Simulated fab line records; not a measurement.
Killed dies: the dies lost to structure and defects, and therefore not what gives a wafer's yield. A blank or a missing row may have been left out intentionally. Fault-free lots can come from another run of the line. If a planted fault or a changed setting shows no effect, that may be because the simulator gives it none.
fab line records    flow ritCmos
record lots=13  wafers=39  lastDay=7
route steps=202 shown SILICIDE@162 CONTACT@168 M1@201
lots untouched by any fault: they come from a run of this same line in which no faults occurred
startH: the number of hours between the record's first day and the start of the first shown wafer of the lot    waitH: hours elapsed since this lot's preceding step    " identical to the entry in the row above    L1.1+2: several wafers, shown together as one row    - no value present, or no start provided    * or withheld: withheld    < > ~ a bound
route shown NAME@n: a module of which the file shows steps, and the number in the route of the first    usual: mean/standard deviation of fault-free wafers    same: alike in all rows    chamber/n: place in a boat    sites: each site's reading    _std_site: the values' standard deviation    _edge_site: the outer-site mean with the inner-site mean subtracted    radiusMm: for every site, how far away it sits from the centre of the wafer    mask NAME#n: copy n    behind: the most recent tool/chamber to have shaped the wafer    hold: why the lot was held/for how many hours/how that ended    device: transistor that didn't switch, given as n, p or np    end of line: tests of these same wafers at the route's end    for a step that has no rows: nothing shown but its recipe    killed: not the wafer's yield, but the dies lost to structure and defects at the first sort    map: dies across one wafer; x = killed, . = not, _ = none there
set.NAME: the setting that was run; set.NAME@STEP: the one run at that earlier step    model.NAME: the simulator's own value behind a step, which no gauge read
route steps across a sampled set of lots; one table per step, one row per wafer
services: when a tool's chamber went out of use (startH, in hours from the record's first day, below 0 if earlier), for how many hours, and the reason
## steps
# step RIT_SILICIDE_SPUTTER_01
# recipe material=Ti  targetThkNm=30  powerW=350  chamberPressurePa=0.667  gas=Ar  timeS=240  substrateTempC=25
# usual throttleValvePct=30.2/0.93
lot.wafer  tool           chamber  startH  waitH  throttleValvePct
L522.3     pvdSputter-01  -        55.14   0.0    29.4
L522.4     "              -        "       "      30.1
L522.5     "              -        "       "      31.9
L527.1     pvdSputter-01  -        77.22   0.0    31.7
L527.5     "              -        "       "      31.6
L527.6     "              -        "       "      31.6
L528.2     pvdSputter-03  -        82.49   0.0    29.2
L528.3     "              -        "       "      29.4
L528.4     "              -        "       "      29.8
L533.1     pvdSputter-01  -        107.87  0.0    29.9
L533.4     "              -        "       "      31.8
L533.6     "              -        "       "      31.8
L534.2     pvdSputter-03  -        111.58  0.0    29.6
L534.4     "              -        "       "      29.2
L534.5     "              -        "       "      29.6
L535.1     pvdSputter-01  -        116.20  0.0    31.4
L535.2     "              -        "       "      31.8
L535.5     "              -        "       "      29.9
L537.1     pvdSputter-01  -        127.76  0.0    31.4
L537.3     "              -        "       "      29.4
L537.5     "              -        "       "      31.8
L538.3     pvdSputter-03  -        131.56  0.0    29.0
L538.4     "              -        "       "      30.2
L538.6     "              -        "       "      29.7
L540.1     pvdSputter-03  -        140.28  0.0    30.3
L540.5     "              -        "       "      29.2
L540.6     "              -        "       "      29.3
L541.2     pvdSputter-01  -        145.38  0.0    30.1
L541.4     "              -        "       "      31.5
L541.6     "              -        "       "      30.0
L543.1     pvdSputter-01  -        155.64  0.0    29.8
L543.3     "              -        "       "      31.3
L543.4     "              -        "       "      29.2
L544.2     pvdSputter-03  -        160.91  0.0    29.0
L544.3     "              -        "       "      30.6
L544.4     "              -        "       "      29.4
L545.1     pvdSputter-01  -        165.45  0.0    31.5
L545.2     "              -        "       "      29.1
L545.3     "              -        "       "      29.7
# step RIT_SILICIDE_RTA_06
# recipe tempC=750  timeS=10  idleTempC=25  rampUpS=5  rampDownS=10  coolToC=25  ambient=N2
# usual wafer_temp_C_max=754.8/0.9
lot.wafer  tool          chamber  startH  waitH  wafer_temp_C_max
L522.3     rtpAnneal-02  0        55.60   0.0    754.1
L522.4     "             0        "       "      755.9
L522.5     "             0        "       "      754.1
L527.1     rtpAnneal-01  0        77.65   0.0    753.6
L527.5     "             0        "       "      754.8
L527.6     "             0        "       "      754.2
L528.2     rtpAnneal-02  0        82.94   0.0    754.6
L528.3     "             0        "       "      756.8
L528.4     "             0        "       "      755.2
L533.1     rtpAnneal-01  0        108.30  0.0    755.8
L533.4     "             0        "       "      754.1
L533.6     "             0        "       "      754.1
L534.2     rtpAnneal-02  0        112.03  0.0    755.4
L534.4     "             0        "       "      754.3
L534.5     "             0        "       "      756.0
L535.1     rtpAnneal-01  0        116.70  0.0    754.2
L535.2     "             0        "       "      753.6
L535.5     "             0        "       "      755.1
L537.1     rtpAnneal-01  0        128.26  0.0    755.4
L537.3     "             0        "       "      756.4
L537.5     "             0        "       "      753.9
L538.3     rtpAnneal-02  0        132.05  0.0    754.2
L538.4     "             0        "       "      755.5
L538.6     "             0        "       "      756.3
L540.1     rtpAnneal-02  0        140.72  0.0    756.3
L540.5     "             0        "       "      756.3
L540.6     "             0        "       "      754.5
L541.2     rtpAnneal-01  0        145.90  0.0    755.2
L541.4     "             0        "       "      753.8
L541.6     "             0        "       "      754.0
L543.1     rtpAnneal-01  0        156.07  0.0    753.6
L543.3     "             0        "       "      753.8
L543.4     "             0        "       "      754.7
L544.2     rtpAnneal-02  0        161.37  0.0    756.7
L544.3     "             0        "       "      753.9
L544.4     "             0        "       "      756.5
L545.1     rtpAnneal-01  0        165.95  0.0    755.7
L545.2     "             0        "       "      754.9
L545.3     "             0        "       "      753.9
# step RIT_CONTACT_CVD_00
# recipe material=SiO2  targetThkNm=400  precursor=TEOS  tempC=390  timeS=61  rfW=400
# usual heaterPowerW=305/62  rfFwdPowerW=396.6/1.4
lot.wafer  tool      chamber  startH  waitH  heaterPowerW  rfFwdPowerW  sinceWetCleanH
L522.3     pecvd-03  0        55.65   0.0    323           399.2        611
L522.4     "         2        "       "      391           396.7        -
L522.5     "         1        "       "      281           396.3        -
L527.1     pecvd-04  1        77.72   0.1    239           398.5        1414
L527.5     "         0        "       "      408           395.7        -
L527.6     "         1        "       "      246           400.4        -
L528.2     pecvd-03  1        83.00   0.0    292           395.4        638
L528.3     "         2        "       "      346           397.3        638
L528.4     "         0        "       "      303           398.1        -
L533.1     pecvd-04  0        108.37  0.1    465           396.7        1445
L533.4     "         1        "       "      239           396.9        -
L533.6     "         0        "       "      355           396.2        -
L534.2     pecvd-03  1        112.09  0.0    245           397.1        667
L534.4     "         2        "       "      374           396.4        -
L534.5     "         1        "       "      266           396.8        -
L535.1     pecvd-02  0        116.77  0.1    311           397.6        1063
L535.2     "         2        "       "      309           397.2        1063
L535.5     "         2        "       "      235           396.6        -
L537.1     pecvd-03  1        128.33  0.1    291           396.0        684
L537.3     "         2        "       "      296           395.4        684
L537.5     "         1        "       "      219           396.5        -
L538.3     pecvd-02  2        132.14  0.1    276           395.8        1078
L538.4     "         2        "       "      288           397.3        -
L538.6     "         0        "       "      333           397.5        -
L540.1     pecvd-03  2        140.85  0.1    384           397.3        696
L540.5     "         1        "       "      216           397.2        -
L540.6     "         0        "       "      347           399.5        -
L541.2     pecvd-02  2        145.96  0.0    249           396.9        1092
L541.4     "         1        "       "      317           396.3        -
L541.6     "         2        "       "      270           395.3        -
L543.1     pecvd-03  2        156.14  0.1    335           400.4        711
L543.3     "         1        "       "      232           393.3        711
L543.4     "         0        "       "      297           398.1        -
L544.2     pecvd-02  1        161.48  0.1    339           396.1        1107
L544.3     "         0        "       "      307           398.0        1107
L544.4     "         0        "       "      325           398.0        -
L545.1     pecvd-04  1        166.02  0.1    210           396.9        1502
L545.2     "         0        "       "      465           396.1        1502
L545.3     "         2        "       "      233           395.0        1502
# step RIT_M1_BOW_MEAS_16
# recipe mode=bow
# usual M1_BOW=17/6.3
lot.wafer  tool          chamber  startH  waitH  M1_BOW[um]
L522.3     filmMetro-04  -        62.75   0.0    21
L522.4     "             -        "       "      15
L522.5     "             -        "       "      15
L527.1     filmMetro-02  -        84.40   0.0    15
L527.5     "             -        "       "      14
L527.6     "             -        "       "      12
L528.2     filmMetro-01  -        89.63   0.0    17
L528.3     "             -        "       "      18
L528.4     "             -        "       "      30
L533.1     filmMetro-04  -        115.46  0.0    14
L533.4     "             -        "       "      19
L533.6     "             -        "       "      28
L534.2     filmMetro-02  -        119.52  0.0    8
L534.4     "             -        "       "      12
L534.5     "             -        "       "      17
L535.1     filmMetro-02  -        123.55  0.0    25
L535.2     "             -        "       "      20
L535.5     "             -        "       "      19
L537.1     filmMetro-04  -        134.82  0.0    22
L537.3     "             -        "       "      26
L537.5     "             -        "       "      25
L538.3     filmMetro-02  -        138.48  0.0    23
L538.4     "             -        "       "      2
L538.6     "             -        "       "      16
L540.1     filmMetro-02  -        148.51  0.0    15
L540.5     "             -        "       "      22
L540.6     "             -        "       "      27
L541.2     filmMetro-01  -        153.57  0.0    21
L541.4     "             -        "       "      13
L541.6     "             -        "       "      22
L543.1     filmMetro-04  -        162.26  0.0    15
L543.3     "             -        "       "      19
L543.4     "             -        "       "      21
L544.2     filmMetro-02  -        167.74  0.0    28
L544.3     "             -        "       "      7
L544.4     "             -        "       "      2
L545.1     filmMetro-02  -        172.57  0.0    27
L545.2     "             -        "       "      10
L545.3     "             -        "       "      24
# step RIT_M1_PROBE_99
# usual killed_at_M0_to_M3=0.0/0.14  killedAtContacts=0.1/0.26  killedAtFrontEnd=7/3.2  killedDies=7/3.2  killedOpen=3.2/2.1  killedShort=3.7/2.1
# same grossDies=264  killed_at_M4_up=0  killedAtBackSide=0  killedAtOther=0
lot.wafer  tool       chamber  startH  waitH  killed_at_M0_to_M3  killedAtContacts  killedAtFrontEnd  killedDies  killedOpen  killedShort
L522.3     prober-02  -        62.93   0.2    0                   0                 15                15          6           9
L522.4     prober-02  -        62.98   0.2    0                   0                 12                12          8           4
L522.5     prober-02  -        63.03   0.2    0                   0                 5                 5           2           3
L527.1     prober-01  -        84.52   0.1    0                   0                 11                11          5           6
L527.5     prober-01  -        84.72   0.2    0                   0                 7                 7           4           3
L527.6     prober-01  -        84.77   0.2    0                   0                 6                 6           4           2
L528.2     prober-02  -        89.78   0.1    0                   0                 7                 7           2           5
L528.3     prober-02  -        89.83   0.2    0                   0                 10                10          2           7
L528.4     prober-02  -        89.88   0.2    0                   0                 7                 7           3           4
L533.1     prober-01  -        115.58  0.1    0                   7                 5                 12          2           3
L533.4     prober-01  -        115.73  0.2    0                   0                 7                 7           3           4
L533.6     prober-01  -        115.83  0.2    0                   5                 3                 8           1           2
L534.2     prober-02  -        119.67  0.1    0                   0                 4                 4           1           3
L534.4     prober-02  -        119.77  0.2    1                   0                 5                 6           5           1
L534.5     prober-02  -        119.82  0.2    0                   0                 11                11          5           6
L535.1     prober-01  -        123.67  0.1    0                   0                 5                 5           2           3
L535.2     prober-01  -        123.72  0.1    0                   0                 7                 7           3           4
L535.5     prober-01  -        123.87  0.2    0                   0                 6                 6           3           3
L537.1     prober-01  -        134.94  0.1    0                   0                 5                 5           2           3
L537.3     prober-01  -        135.04  0.2    0                   0                 7                 7           5           2
L537.5     prober-01  -        135.14  0.2    1                   0                 5                 6           2           4
L538.3     prober-02  -        138.66  0.2    0                   0                 10                10          7           3
L538.4     prober-02  -        138.71  0.2    0                   0                 4                 4           2           2
L538.6     prober-02  -        138.81  0.2    0                   0                 3                 3           3           0
L540.1     prober-02  -        148.63  0.1    0                   0                 2                 2           1           1
L540.5     prober-02  -        148.83  0.2    0                   0                 4                 4           2           2
L540.6     prober-02  -        148.88  0.2    0                   0                 11                11          6           5
L541.2     prober-01  -        153.72  0.1    0                   0                 11                11          5           5
L541.4     prober-01  -        153.82  0.2    0                   0                 16                16          8           8
L541.6     prober-01  -        153.92  0.2    0                   0                 8                 8           2           5
L543.1     prober-01  -        162.38  0.1    0                   0                 6                 6           2           4
L543.3     prober-01  -        162.48  0.2    0                   0                 7                 7           4           3
L543.4     prober-01  -        162.53  0.2    0                   1                 3                 4           3           1
L544.2     prober-02  -        167.89  0.1    0                   0                 3                 3           1           2
L544.3     prober-02  -        167.94  0.2    0                   0                 14                14          3           11
L544.4     prober-02  -        167.99  0.2    0                   0                 4                 4           3           1
L545.1     prober-01  -        172.69  0.1    0                   0                 5                 5           5           0
L545.2     prober-01  -        172.74  0.1    0                   0                 7                 7           3           4
L545.3     prober-01  -        172.79  0.2    0                   0                 6                 6           2           4
# killed by level:class
L522.3 GATE:geometricParticle:short=3 SPACER:geometricParticle:short=3 FOX1:geometricParticle:open=2 GATE:geometricParticle:open=2 FOX1:geometricParticle:short=1 REOX:geometricParticle:short=1 REOX:geometricParticle:open=1 SILICIDE:geometricParticle:short=1
L522.4 GATE:geometricParticle:short=4 GATE:geometricParticle:open=3 SPACER:geometricParticle:open=3 FOX1:geometricParticle:open=1 SILICIDE:geometricParticle:open=1
L522.5 FOX1:geometricParticle:short=2 SILICIDE:geometricParticle:open=1 REOX:geometricParticle:short=1 SPACER:geometricParticle:open=1
L527.1 GATE:geometricParticle:short=4 GATE:geometricParticle:open=3 SPACER:geometricParticle:open=2 FOX1:geometricParticle:short=1 SPACER:geometricParticle:short=1
L527.5 GATE:geometricParticle:short=2 GATE:geometricParticle:open=2 REOX:geometricParticle:open=1 SPACER:geometricParticle:open=1 SILICIDE:geometricParticle:short=1
L527.6 SPACER:geometricParticle:open=2 FOX1:geometricParticle:open=1 FOX2:geometricParticle:short=1 GATE:geometricParticle:open=1 GATE:geometricParticle:short=1
L528.2 FOX1:geometricParticle:short=3 GATE:geometricParticle:open=1 GATE:geometricParticle:short=1 REOX:geometricParticle:short=1 REOX:geometricParticle:open=1
L528.3 FOX1:geometricParticle:short=3 GATE:geometricParticle:short=2 FOX2:geometricParticle:short=1 GATE:geometricParticle:open=1 SILICIDE:geometricParticle:open=1 SILICIDE:geometricParticle:short=1 ACTIVE:coatMicrobubblePrinted=1
L528.4 GATE:geometricParticle:short=2 SILICIDE:geometricParticle:open=2 FOX1:geometricParticle:open=1 REOX:geometricParticle:short=1 SILICIDE:geometricParticle:short=1
L533.1 CONTACT:unspecified=7 REOX:geometricParticle:short=2 FOX1:geometricParticle:open=1 FOX2:geometricParticle:short=1 REOX:geometricParticle:open=1
L533.4 FOX2:geometricParticle:short=2 FOX2:geometricParticle:open=1 GATE:geometricParticle:short=1 GATE:geometricParticle:open=1 REOX:geometricParticle:short=1 SILICIDE:geometricParticle:open=1
L533.6 CONTACT:unspecified=5 GATE:geometricParticle:short=1 GATE:geometricParticle:open=1 SPACER:geometricParticle:short=1
L534.2 GATE:geometricParticle:short=2 GATE:geometricParticle:open=1 REOX:geometricParticle:short=1
L534.4 GATE:geometricParticle:open=3 FOX2:geometricParticle:open=2 M1:geometricParticle:short=1
L534.5 FOX1:geometricParticle:open=3 REOX:geometricParticle:short=3 GATE:geometricParticle:open=2 GATE:geometricParticle:short=2 FOX1:geometricParticle:short=1
L535.1 REOX:geometricParticle:short=3 FOX2:geometricParticle:open=1 SILICIDE:geometricParticle:open=1
L535.2 FOX2:geometricParticle:short=2 GATE:geometricParticle:open=2 FOX1:geometricParticle:open=1 GATE:geometricParticle:short=1 SPACER:geometricParticle:short=1
L535.5 SPACER:geometricParticle:short=2 FOX1:geometricParticle:open=1 FOX2:geometricParticle:open=1 GATE:geometricParticle:short=1 GATE:geometricParticle:open=1
L537.1 GATE:geometricParticle:short=1 GATE:geometricParticle:open=1 REOX:geometricParticle:short=1 SPACER:geometricParticle:open=1 SPACER:geometricParticle:short=1
L537.3 FOX1:geometricParticle:open=3 FOX1:geometricParticle:short=2 GATE:geometricParticle:open=2
L537.5 FOX1:geometricParticle:short=1 GATE:geometricParticle:short=1 GATE:geometricParticle:open=1 REOX:geometricParticle:open=1 SPACER:geometricParticle:short=1 M1:geometricParticle:short=1
L538.3 GATE:geometricParticle:open=4 REOX:geometricParticle:short=2 REOX:geometricParticle:open=2 GATE:geometricParticle:short=1 SPACER:geometricParticle:open=1
L538.4 FOX1:geometricParticle:short=1 GATE:geometricParticle:open=1 REOX:geometricParticle:short=1 SPACER:geometricParticle:open=1
L538.6 GATE:geometricParticle:open=2 SILICIDE:geometricParticle:open=1
L540.1 SILICIDE:geometricParticle:open=1 SILICIDE:geometricParticle:short=1
L540.5 GATE:geometricParticle:open=1 GATE:geometricParticle:short=1 REOX:geometricParticle:short=1 SPACER:geometricParticle:open=1
L540.6 SILICIDE:geometricParticle:short=3 SILICIDE:geometricParticle:open=3 GATE:geometricParticle:open=2 ACTIVE:geometricParticle:short=1 GATE:geometricParticle:short=1 REOX:geometricParticle:open=1
L541.2 GATE:geometricParticle:open=2 GATE:geometricParticle:short=2 FOX1:geometricParticle:short=1 FOX2:geometricParticle:open=1 FOX2:geometricParticle:short=1 REOX:geometricParticle:open=1 SILICIDE:geometricParticle:open=1 SILICIDE:geometricParticle:short=1
L541.4 FOX2:geometricParticle:short=3 FOX2:geometricParticle:open=3 GATE:geometricParticle:short=2 GATE:geometricParticle:open=2 REOX:geometricParticle:short=2 FOX1:geometricParticle:open=1 REOX:geometricParticle:open=1 SPACER:geometricParticle:short=1
L541.6 GATE:geometricParticle:short=2 REOX:geometricParticle:short=2 GATE:geometricParticle:open=1 REOX:geometricParticle:open=1 SPACER:geometricParticle:short=1 PSD:coatMicrobubblePrinted=1
L543.1 GATE:geometricParticle:short=3 GATE:geometricParticle:open=1 SPACER:geometricParticle:short=1 SILICIDE:geometricParticle:open=1
L543.3 GATE:geometricParticle:open=2 FOX1:geometricParticle:short=1 GATE:geometricParticle:short=1 REOX:geometricParticle:open=1 SILICIDE:geometricParticle:short=1 SILICIDE:geometricParticle:open=1
L543.4 GATE:geometricParticle:open=2 SPACER:geometricParticle:short=1 CONTACT:geometricParticle:open=1
L544.2 GATE:geometricParticle:short=2 GATE:geometricParticle:open=1
L544.3 FOX2:geometricParticle:short=5 FOX1:geometricParticle:open=2 GATE:geometricParticle:short=2 REOX:geometricParticle:short=2 FOX1:geometricParticle:short=1 FOX2:geometricParticle:open=1 SPACER:geometricParticle:short=1
L544.4 REOX:geometricParticle:open=2 SILICIDE:geometricParticle:short=1 SILICIDE:geometricParticle:open=1
L545.1 FOX1:geometricParticle:open=2 GATE:geometricParticle:open=2 REOX:geometricParticle:open=1
L545.2 GATE:geometricParticle:open=2 GATE:geometricParticle:short=2 FOX1:geometricParticle:short=1 SPACER:geometricParticle:short=1 SPACER:geometricParticle:open=1
L545.3 GATE:geometricParticle:short=3 GATE:geometricParticle:open=2 SILICIDE:geometricParticle:short=1
## services
tool           chamber  startH  hours  kind
pvdSputter-01  -        44.00   1.0    repair
pvdSputter-01  -        44.92   1.9    repair
pvdSputter-01  -        82.66   2.6    repair
pecvd-03       0        83.65   6.3    repair
pecvd-02       -        95.61   0.9    repair
pecvd-02       1        116.75  3.9    repair
rtpAnneal-02   -        132.92  4.8    pm
pecvd-04       -        137.66  0.8    repair
pecvd-02       0        139.44  9.6    repair
rtpAnneal-01   -        142.68  1.5    pm
pecvd-02       -        151.24  1.5    repair
## key
firstSign step=RIT_M1_PROBE_99  reading=killedAtContacts  direction=up  sigmas=5.9  usual=0.1  struck=6
effect none on later readings
metAt RIT_CONTACT_CVD_00
struckLots L533
struckWafers L533.1,L533.6
testerLeftOut L533
notActingAt RIT_SILICIDE_SPUTTER_01,RIT_SILICIDE_RTA_06,RIT_M1_BOW_MEAS_16
onsetBetween 77.72 108.37
fault kind=chamberParticleSource  tool=pecvd-04  chamber=0  onsetH=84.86  steps=RIT_CONTACT_CVD_00  ratePerVisitCm2=0.053807  endH=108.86
# testerLeftOut: of these lots the tester's yield and bins aren't shown, on N5 and GAA mostly nor the transistor test; their killed dies are dies lost to structure and defects alone, not to doping, threshold or leakage, so they don't give the yield
